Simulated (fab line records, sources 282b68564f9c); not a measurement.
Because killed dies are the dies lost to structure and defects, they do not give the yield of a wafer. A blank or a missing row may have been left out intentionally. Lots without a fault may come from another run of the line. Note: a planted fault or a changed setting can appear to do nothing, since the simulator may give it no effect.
Problem report in the 8D (eight disciplines) form, filled by code ; flow ritCmos ; the parts of the form that need people (team, actions taken, sign-off) are left out

## 1. THE PROBLEM
Wafers without a fault read 208.3 s with a standard deviation of 0.38, while runLengthS at RIT_PRETRO_STRIP_09 averages 27.1 s across 3 wafers of 1 lot. So: -99 or more standard deviations from the usual mean.
The step: strips in O2, time 180 s.
First observed at day 5 02:05: wafer L805.1, on plasmaAsher-04. The record holds 15 wafers of 5 lots with a number at this step. Rule for "out", or "out of limits": more than 4 standard deviations from the usual mean. All remaining wafers that have a number are taken as sound.

## 2. WHAT IT IS, WHAT IT ISN'T
question;is;is not
which readings at this step;runLengthS;chamberPressureMTorr, drypumpMotorCurrentA
which lots;L805;L793, L796, L814, L815
which wafers of those lots;all that have a number;-
read on which tools;plasmaAsher-04;plasmaAsher-02
when;from day 5 02:05;"up to then (6 sound wafers); but 6 sound wafers of L814, L815 came after"

## 3. THE SUSPECTS, EACH WITH WHAT RULES IT OUT
Counting: a tool at any process step up to the reading remains a suspect when it ran all the lots that are out and ran no sound lot after the first of those.
- plasmaAsher-01 at RIT_NRETRO_STRIP_09 (strips in O2, time 180 s): ruled out as a lasting fault. The sound lots L814, L815 went through it after L805, its earliest lot that is out (day 5 00:22).
- plasmaAsher-04 at RIT_PRETRO_STRIP_09 (strips in O2, time 180 s): kept. It ran the lot that is out, L805 (day 5 02:05), and no sound lot after that; its last sound lot up to then is L796 (day 3 03:34). Its own readings are out on those wafers: runLengthS.
Left after counting: plasmaAsher-04 at RIT_PRETRO_STRIP_09.

## 4. THE CAUSE (what the simulator had put in)
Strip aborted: plasmaAsher-04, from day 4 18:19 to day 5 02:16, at RIT_PRETRO_STRIP_09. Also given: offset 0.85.
This tool alone remained once counting was done.

## 5. SEQUENCE OF EFFECTS, ordered by route
Each row: a reading where the mean over the struck wafers with a number is more than 3 standard deviations away from the usual. Only readings whose record carries a usual standard deviation are examined. hours: median over the lots of the time between each lot's start at the first step of this table that gives one and its start at this step. sigmas: the change, counted in usual standard deviations.
hours;step;reading;usual;on struck wafers;change;sigmas
0;RIT_PRETRO_STRIP_09;runLengthS;208.3 s;27.1;-181.2;-99 or more
Process steps it contains:
- RIT_PRETRO_STRIP_09: strips in O2, time 180 s.
Later measuring or inspecting steps at which every struck wafer that the step has a row for has a number for every such reading, and none has moved that far: RIT_PRETRO_TW_MEAS_10.

## 6. HOW IT WOULD HAVE BEEN CAUGHT EARLIER
The fault began at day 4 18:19; the first out-of-limits reading in this record came at day 5 02:05, 8 hours later.
